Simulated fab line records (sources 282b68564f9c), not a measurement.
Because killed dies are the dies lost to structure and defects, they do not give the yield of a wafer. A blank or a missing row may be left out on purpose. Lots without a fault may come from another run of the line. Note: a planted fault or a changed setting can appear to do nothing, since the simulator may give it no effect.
Problem report in the 8D (eight disciplines) form, filled by code + flow rit cmos + the parts of the form that need people (team, actions taken, sign-off) are left out

== 1. WHAT WENT WRONG ==
Across 6 wafers from 2 lots, PSD_RS at RIT_SDANNEAL_RS_MEAS_04 averages 127.6 ohm/sq, while fault-free wafers read 116.0 ohm/sq with a standard deviation of 0.33. That is +35 standard deviations from the usual mean.
The step: measures by four-point-probe.
First observed at day 6 10:00: wafer L902.1, on film metro-03. The record has a number at this step for 42 wafers belonging to 14 lots. The rule behind "out" and "out of limits": a value lying over 4 standard deviations away from the usual mean. All remaining wafers that have a number are taken as sound.

== 2. WHAT THIS IS AND IS NOT ==
| question                    | is                     | is not                                                                 |
|-----------------------------|------------------------|------------------------------------------------------------------------|
| which readings at this step | PSD_RS                 | -                                                                      |
| which lots                  | L902, L904             | L886, L887, L888, L890, L891, L892, L893, L894, L897, L898, L901, L909 |
| which wafers of those lots  | all that have a number | -                                                                      |
| read on which gauges        | film metro-03          | film metro-02, film metro-04                                           |
| when                        | from day 6 10:00       | up to then (33 sound wafers); but 3 sound wafers of L909 came after    |

== 3. THE SUSPECTS, EACH WITH WHAT RULES IT OUT ==
Counting: a tool at a process step up to the reading stays a suspect if it ran every lot that is out and no sound lot after the first of them.
- the gauge at RIT_SDANNEAL_RS_MEAS_04: kept. All the wafers that are out were read on film metro-03, and no step on other tools shows them out.
- rtp anneal-02 at RIT_SDANNEAL_RTA_03 (time 5 s): kept. It processed each lot that is out, first L902 at day 6 09:56, and no sound lot thereafter; up to then, the last sound lot it processed was L898 at day 5 13:05.
After counting, rtp anneal-02 at RIT_SDANNEAL_RTA_03 and film metro-03 at RIT_SDANNEAL_RS_MEAS_04 remain.

== 4. THE CAUSE (what the simulator had put in) ==
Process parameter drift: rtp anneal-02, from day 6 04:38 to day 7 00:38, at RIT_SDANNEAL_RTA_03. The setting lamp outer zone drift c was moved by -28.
Of the 2 suspects that counting leaves, this tool is one.

== 5. THE CHAIN OF EFFECTS, in route order ==
Each row: a reading whose mean over the struck wafers that have a number lies more than 3 standard deviations from the usual. Readings are gone through only where the record gives a usual standard deviation; hours: the median, over the lots, of the time from a lot's start at the first step in this table giving one to that lot's start at this step; sigmas: the change measured in usual standard deviations.
| hours | step                    | reading | usual        | on struck wafers | change | sigmas |
|-------|-------------------------|---------|--------------|------------------|--------|--------|
| 0     | RIT_SDANNEAL_RS_MEAS_04 | PSD_RS  | 116.0 ohm/sq | 127.6            | +11.6  | +35    |
| 0     | RIT_SDANNEAL_RS_MEAS_06 | PLDD_RS | 179.6 ohm/sq | 192.1            | +12.5  | +27    |

== 6. HOW IT WOULD HAVE BEEN CAUGHT EARLIER ==
Counted from the fault's start at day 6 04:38, it took 5 hours until the first out-of-limits reading at a measuring or inspecting step in this record, taken at day 6 10:00.
An alarm limit of 4 standard deviations would not have fired on the tool readings at RIT_SDANNEAL_RTA_03 for which the record gives a usual standard deviation, since none of them was out on any struck wafer.
Among the 2 lots that are out, L904 began RIT_SDANNEAL_RTA_03 on rtp anneal-02 after day 6 10:00. Putting the tool on hold at that point would have spared it.
